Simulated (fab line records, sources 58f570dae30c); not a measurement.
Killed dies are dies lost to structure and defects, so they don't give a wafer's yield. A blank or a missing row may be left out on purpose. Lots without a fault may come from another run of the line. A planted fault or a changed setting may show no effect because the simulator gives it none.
Problem report in the 8D (eight disciplines) form, filled by code | flow berkeley_cmos170 | the parts of the form that need people (team, actions taken, sign-off) are left out

1. THE PROBLEM
dose_ions_cm2 at UCB170_NWELL_IMPLANT_14 reads a mean of 1.100e+13 on 6 wafers of 2 lots; wafers without a fault read 9.999e+12 with a standard deviation of 9.6e+09. That is +99 or more standard deviations from the usual mean.
First seen on wafer L999.1, day 5 14:52, on implanter-04. The record holds 42 wafers of 14 lots with a number at this step. Rule for "out", or "out of limits": more than 4 standard deviations from the usual mean. The other wafers with a number count as sound.

2. WHAT IT IS AND WHAT IT IS NOT
question                    | is                                | is not
which readings at this step | dose_ions_cm2, faraday_current_uA | -
which lots                  | L101, L999                        | L103, L104, L106, L984, L985, L986, L987, L988, L989, L990, L991, L994
which wafers of those lots  | all that have a number            | -
read on which tools         | implanter-04                      | implanter-01, implanter-02
when                        | from day 5 14:52                  | up to then (27 sound wafers); but 9 sound wafers of L103, L104, L106 came after

3. SUSPECTS, AND WHAT RULES EACH OUT
Counting: a tool at a process step up to the reading stays a suspect if it ran every lot that is out and no sound lot after the first of them.
- implanter-04 at UCB170_NWELL_IMPLANT_14: kept. It ran every lot that is out, first L999 (day 5 14:52), and no sound lot after that; its last sound lot up to then is L991 (day 4 05:37). Its own readings are out on those wafers: dose_ions_cm2, faraday_current_uA.
Left after counting: implanter-04 at UCB170_NWELL_IMPLANT_14.

4. THE CAUSE (what the simulator had put in)
Process parameter drift: implanter-04, from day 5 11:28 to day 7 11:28, at UCB170_NWELL_IMPLANT_14. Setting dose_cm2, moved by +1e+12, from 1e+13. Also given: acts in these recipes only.
Counting left only this tool.

5. THE CHAIN OF EFFECTS, in route order
Each row: a reading whose mean over the struck wafers that have a number lies more than 3 standard deviations from the usual. Only readings for which the record gives a usual standard deviation are gone through. hours: the time from each lot's start at the first step in this table that gives one to its start at this step, as a median over the lots. sigmas: the change in usual standard deviations.
hours | step                    | reading            | usual     | on struck wafers | change     | sigmas
0     | UCB170_NWELL_IMPLANT_14 | dose_ions_cm2      | 9.999e+12 | 1.100e+13        | +9.998e+11 | +99 or more
0     | UCB170_NWELL_IMPLANT_14 | faraday_current_uA | 31.8      | 35.3             | +3.5       | +6.1
The process steps in it:
- UCB170_NWELL_IMPLANT_14

6. WHAT WOULD HAVE CAUGHT IT SOONER
In this record the first reading out of limits was taken at day 5 14:52, 3 hours after the fault began at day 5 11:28.
